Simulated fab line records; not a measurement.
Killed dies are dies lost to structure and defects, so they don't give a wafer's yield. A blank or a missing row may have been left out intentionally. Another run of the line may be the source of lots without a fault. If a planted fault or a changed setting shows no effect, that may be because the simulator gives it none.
Split-lot trial -- flow berkeley_cmos170 -- 23 wafers read across 5 lots, on a route 331 steps long

ABOUT THE SPLIT
At UCB170_ACTIVE_EXPOSE_10 (exposes mask ACTIVE, target cd 1200 nm), the setting dose_mj was moved away from the recipe's 20 on 8 of the 23 wafers read, by -3.5% to +6.0%. This setting was run at the recipe's value on the other wafers.

FROM THE SPLIT TO THE READING: what the file shows between them, 5 steps
- UCB170_ACTIVE_PEB_11
- UCB170_ACTIVE_DEVELOP_12: develop time 45 s
- UCB170_ACTIVE_CD_MEAS_13: target cd 1200 nm
- UCB170_ACTIVE_ETCH_15: etches Si3N4 in CH3F/Ar/O2, stops on SiO2, target depth 242 nm, time 151 s
- UCB170_ACTIVE_STRIP_16: strips in O2

THE READING
At UCB170_ACTIVE_CD_MEAS_90: cd_nm in nanometres, against a target cd of 1200 nm. Typical for fault-free wafers on this fab line: 1199.4 nm, with standard deviation 1.7 nm.

wafer,"tool, chamber at the split",dose_mj as run,against the recipe,"cd_nm, nm",against lot-mates on the recipe
L075.1,"krf_scanner-01, 0",20,recipe,1200.0,-
L075.2,"krf_scanner-01, 0",20.51,+2.6%,1194.1,-5.2
L075.3,"krf_scanner-01, 0",20.51,+2.6%,1194.8,-4.5
L075.4,"krf_scanner-01, 0",20.51,+2.6%,1194.7,-4.5
L075.5,"krf_scanner-01, 0",20,recipe,1198.5,-
L076.1,"krf_scanner-01, 0",19.3,-3.5%,1204.5,+6.4
L076.2,"krf_scanner-01, 0",20,recipe,1198.3,-
L076.3,"krf_scanner-01, 0",20,recipe,1197.8,-
L076.4,"krf_scanner-01, 0",19.3,-3.5%,1205.0,+6.9
L076.6,"krf_scanner-01, 0",20,recipe,1198.2,-
L079.1,"krf_scanner-02, 0",20,recipe,1195.9,-
L079.2,"krf_scanner-02, 0",20,recipe,1197.1,-
L079.4,"krf_scanner-02, 0",20,recipe,1196.8,-
L079.5,"krf_scanner-02, 0",20,recipe,1198.9,-
L079.6,"krf_scanner-02, 0",20,recipe,1197.9,-
L078.2,"krf_scanner-02, 0",20,recipe,1200.6,-
L078.4,"krf_scanner-02, 0",20,recipe,1201.4,-
L078.5,"krf_scanner-02, 0",20,recipe,1202.7,-
L082.1,"krf_scanner-01, 0",21.19,+6.0%,1188.5,-10.9
L082.2,"krf_scanner-01, 0",21.19,+6.0%,1190.2,-9.2
L082.3,"krf_scanner-01, 0",21.19,+6.0%,1190.5,-8.9
L082.4,"krf_scanner-01, 0",20,recipe,1199.6,-
L082.6,"krf_scanner-01, 0",20,recipe,1199.3,-

FIT RESULTS
A straight line over all 23 wafers: cd_nm changes by -1.58 nm for each +1% of dose_mj; r = -0.94; the points scatter about the line by 1.5 nm.
The same after taking each lot's own level away (the mean of its wafers on the recipe; 23 wafers): -1.71 nm for each +1%; r = -0.98; scatter 0.79 nm.
That fit puts the effect of the largest move of dose_mj on the reading at 10 nm.
From 1197.32 to 1201.57 nm: that is the span of the lots' own levels, equal to 2.5 times the standard deviation above.
So the lot-to-lot level changes the slope little: the two slopes agree.
Check: with one of the wafers moved furthest among these (+6.0%) left out of the fit, the line predicts -9.86 nm for it against its lot-mates. It came out at -10.9 nm against them.

ADDITIONAL SPLITS CARRIED BY THESE WAFERS
Other splits were also applied to these wafers ahead of the reading. Each is held against what the fit with the lots' levels taken away leaves over:
other split on the same wafers,wafers away from the commonest value,r with cd_nm (lot level and that fit taken away)
UCB170_PWELL_CVD_05 temp_c,18,+0.07
UCB170_PWELL_IMPLANT_15 energy_kev,9,+0.39
UCB170_ACTIVE_OXIDATION_02 temp_c,18,-0.09

THE WHOLE CHAIN: every reading that the file lists as answering this split, in the file's order
step,what it does,reading,change (the file's fit),r (the file's)
UCB170_ACTIVE_CD_MEAS_13,target cd 1200 nm,cd_nm,-1.72 nm for each +1% of the setting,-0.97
UCB170_ACTIVE_ETCH_15,"etches Si3N4 in CH3F/Ar/O2, stops on SiO2, target depth 242 nm, time 151 s","ACTIVE.cd_nm (the simulator's own value, which no gauge read)",-1.72 nm for each +1% of the setting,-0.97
UCB170_ACTIVE_CD_MEAS_90,target cd 1200 nm,cd_nm,-1.71 nm for each +1% of the setting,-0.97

THE FILE'S OWN FIT
cd_nm changes by -1.71 nm for each +1% of dose_mj, r = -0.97.
